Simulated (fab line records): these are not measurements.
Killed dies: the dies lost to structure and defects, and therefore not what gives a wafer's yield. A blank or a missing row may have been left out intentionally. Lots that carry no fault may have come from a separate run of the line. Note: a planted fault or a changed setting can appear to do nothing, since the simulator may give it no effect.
Which tool was responsible? | flow ritCmos | Sampling: 14 lots, 42 wafers, 5 of 202 route steps

WHAT THE GAUGES SHOWED, per wafer
RIT_ACTIVE_BOW_MEAS_00. Usual: INCOMING_BOW typically reads 1 um, with standard deviation 7.1.
lot  | measured    | on           | INCOMING_BOW (um) | flag
L430 | day 1 10:02 | filmMetro-04 | -12 -10 4         | 
L431 | day 1 15:00 | filmMetro-03 | 13 6 5            | 
L432 | day 1 20:01 | filmMetro-03 | -6 -14 3          | 
L433 | day 2 01:00 | filmMetro-04 | 1 4 1             | 
L435 | day 2 11:00 | filmMetro-04 | -1 2 -4           | 
L437 | day 2 21:02 | filmMetro-04 | -1 -6 -3          | 
L442 | day 3 22:01 | filmMetro-04 | -1 -16 -4         | 
L443 | day 4 03:01 | filmMetro-04 | 2 2 0             | 
L445 | day 4 13:00 | filmMetro-04 | -2 10 12          | 
L446 | day 4 18:00 | filmMetro-02 | -9 1 -8           | 
L449 | day 5 09:01 | filmMetro-03 | 3 7 19            | 
L450 | day 5 14:02 | filmMetro-03 | 0 4 -1            | 
L452 | day 6 00:00 | filmMetro-02 | 2 -8 17           | 
L453 | day 6 05:01 | filmMetro-04 | 12 6 -4           | 

RIT_ACTIVE_THK_MEAS_04. Usual: ACTIVE_NITRIDE_THK typically reads 150.4 nm, with standard deviation 1.3.
lot  | measured    | on           | ACTIVE_NITRIDE_THK (nm) | flag
L430 | day 1 17:03 | filmMetro-03 | 152.0 151.0 151.0       | 
L431 | day 1 22:40 | filmMetro-02 | 151.8 150.7 150.6       | 
L432 | day 2 05:01 | filmMetro-04 | 150.9 151.0 151.0       | 
L433 | day 2 09:12 | filmMetro-02 | 151.8 151.0 150.9       | 
L435 | day 2 17:50 | filmMetro-04 | 150.7 150.8 150.9       | 
L437 | day 3 02:22 | filmMetro-03 | 150.3 151.6 150.7       | 
L442 | day 4 03:00 | filmMetro-03 | 150.8 151.0 150.6       | 
L443 | day 4 08:49 | filmMetro-03 | 149.0 148.5 149.2       | 
L445 | day 4 17:25 | filmMetro-04 | 151.2 151.4 151.3       | 
L446 | day 4 22:58 | filmMetro-03 | 146.8 146.7 146.7       | 
L449 | day 5 13:53 | filmMetro-04 | 152.0 152.7 153.1       | 
L450 | day 5 18:16 | filmMetro-03 | 149.1 149.0 150.0       | 
L452 | day 6 07:35 | filmMetro-03 | 151.5 150.5 151.4       | 
L453 | day 6 11:05 | filmMetro-04 | 149.0 149.9 149.9       | 

RIT_FOX1_THK_MEAS_01. Usual: FOX1_OXIDE_THK typically reads 353 nm, with standard deviation 6.1.
lot  | measured    | on           | FOX1_OXIDE_THK (nm) | flag
L430 | day 1 23:36 | filmMetro-04 | 356 353 356         | 
L431 | day 2 05:47 | filmMetro-01 | 346 345 342         | 
L432 | day 2 14:49 | filmMetro-01 | 347 350 348         | 
L433 | day 2 14:49 | filmMetro-04 | 356 360 353         | 
L435 | day 3 01:22 | filmMetro-04 | 355 354 356         | 
L437 | day 3 06:41 | filmMetro-02 | 350 360 353         | 
L442 | day 4 08:13 | filmMetro-04 | 358 359 356         | 
L443 | day 4 12:22 | filmMetro-04 | 352 352 352         | 
L445 | day 4 22:35 | filmMetro-01 | 362 365 364         | 
L446 | day 5 02:26 | filmMetro-01 | 353 350 351         | 
L449 | day 5 18:25 | filmMetro-02 | 354 358 356         | 
L450 | day 5 21:43 | filmMetro-02 | 349 358 356         | 
L452 | day 6 11:05 | filmMetro-01 | 356 352 348         | 
L453 | day 6 14:46 | filmMetro-02 | 358 355 349         | 

RIT_SDANNEAL_RS_MEAS_04: the measuring method here is four-point-probe. Usual: PSD_RS typically reads 115.91 ohm/sq, with standard deviation 0.29.
lot  | measured    | on           | PSD_RS (ohm/sq)      | flag
L430 | day 3 22:04 | filmMetro-03 | 115.49 115.59 115.93 | 
L431 | day 4 04:50 | filmMetro-02 | 115.53 115.80 115.71 | 
L432 | day 4 09:52 | filmMetro-03 | 115.86 115.98 115.90 | 
L433 | day 4 10:00 | filmMetro-04 | 115.93 116.35 115.87 | 
L435 | day 4 14:46 | filmMetro-04 | 115.97 115.87 115.81 | 
L437 | day 4 21:18 | filmMetro-03 | 116.40 116.14 116.41 | 
L442 | day 5 19:31 | filmMetro-03 | 115.79 115.80 116.23 | 
L443 | day 6 01:10 | filmMetro-04 | 115.91 116.26 115.55 | 
L445 | day 6 09:46 | filmMetro-04 | 115.08 115.26 114.84 | 
L446 | day 6 13:41 | filmMetro-03 | 115.15 115.16 114.94 | 
L449 | day 7 08:01 | filmMetro-03 | 116.05 116.47 116.26 | 
L450 | day 7 08:47 | filmMetro-04 | 115.82 116.23 115.73 | 
L452 | day 7 22:11 | filmMetro-02 | 115.46 115.77 115.61 | 
L453 | day 8 01:20 | filmMetro-04 | 116.46 116.29 116.59 | 

WHICH TOOL RAN EACH LOT (tool, then ch and the chambers of the sampled wafers, then the start)
lot  | RIT_PSD_IMPLANT_08
L430 | implanter-03 ch 0, day 3 21:13
L431 | implanter-03 ch 0, day 4 04:02
L432 | implanter-03 ch 0, day 4 09:04
L433 | implanter-01 ch 0, day 4 09:11
L435 | implanter-01 ch 0, day 4 13:57
L437 | implanter-03 ch 0, day 4 20:29
L442 | implanter-02 ch 0, day 5 18:43
L443 | implanter-03 ch 0, day 6 00:22
L445 | implanter-01 ch 0, day 6 08:57
L446 | implanter-01 ch 0, day 6 12:43
L449 | implanter-03 ch 0, day 7 07:13
L450 | implanter-02 ch 0, day 7 07:56
L452 | implanter-02 ch 0, day 7 21:23
L453 | implanter-02 ch 0, day 8 00:32
- RIT_PSD_IMPLANT_08

AS READ BY THE TOOLS THEMSELVES (means over the sampled wafers that have a number; for cases with no such wafer, the mark the record gives instead)
RIT_PSD_IMPLANT_08. Usual: beamOnS 11.1 s, standard deviation 0.9; doseIonsCm2 5e+15, standard deviation 4.6e+12.
lot  | tool         | beamOnS (s) | doseIonsCm2 | flag
L430 | implanter-03 | 9.8         | 5e+15       | 
L431 | implanter-03 | 10.3        | 5e+15       | 
L432 | implanter-03 | 10.1        | 5e+15       | 
L433 | implanter-01 | 12.2        | 5e+15       | 
L435 | implanter-01 | 12.0        | 5e+15       | 
L437 | implanter-03 | 10.0        | 5e+15       | 
L442 | implanter-02 | 11.6        | 5e+15       | 
L443 | implanter-03 | 9.9         | 5e+15       | 
L445 | implanter-01 | 13.1        | 5e+15       | 
L446 | implanter-01 | 12.8        | 5e+15       | 
L449 | implanter-03 | 9.8         | 5e+15       | 
L450 | implanter-02 | 11.5        | 5e+15       | 
L452 | implanter-02 | 11.3        | 5e+15       | 
L453 | implanter-02 | 11.5        | 5e+15       | 

THE ANSWER, worked out from the rows above alone
Rule: a lot is off if the mean of its wafers that have a number lies more than 3 standard deviations from the usual mean. Also off: a lot with no number at a reading for which 4 or more lots have one. The other lots that the step has rows for count as sound. After the gauges, taken in route order, come the tools' own readings; for these a lot's mean is taken, as printed above. The first step at which some lot is off is used, and at that step the reading that is off furthest; a lot without a number counts as furthest.
Across all readings shown, no lot is off: no conclusion can be drawn from this.

WHAT WAS PUT IN BY THE SIMULATOR
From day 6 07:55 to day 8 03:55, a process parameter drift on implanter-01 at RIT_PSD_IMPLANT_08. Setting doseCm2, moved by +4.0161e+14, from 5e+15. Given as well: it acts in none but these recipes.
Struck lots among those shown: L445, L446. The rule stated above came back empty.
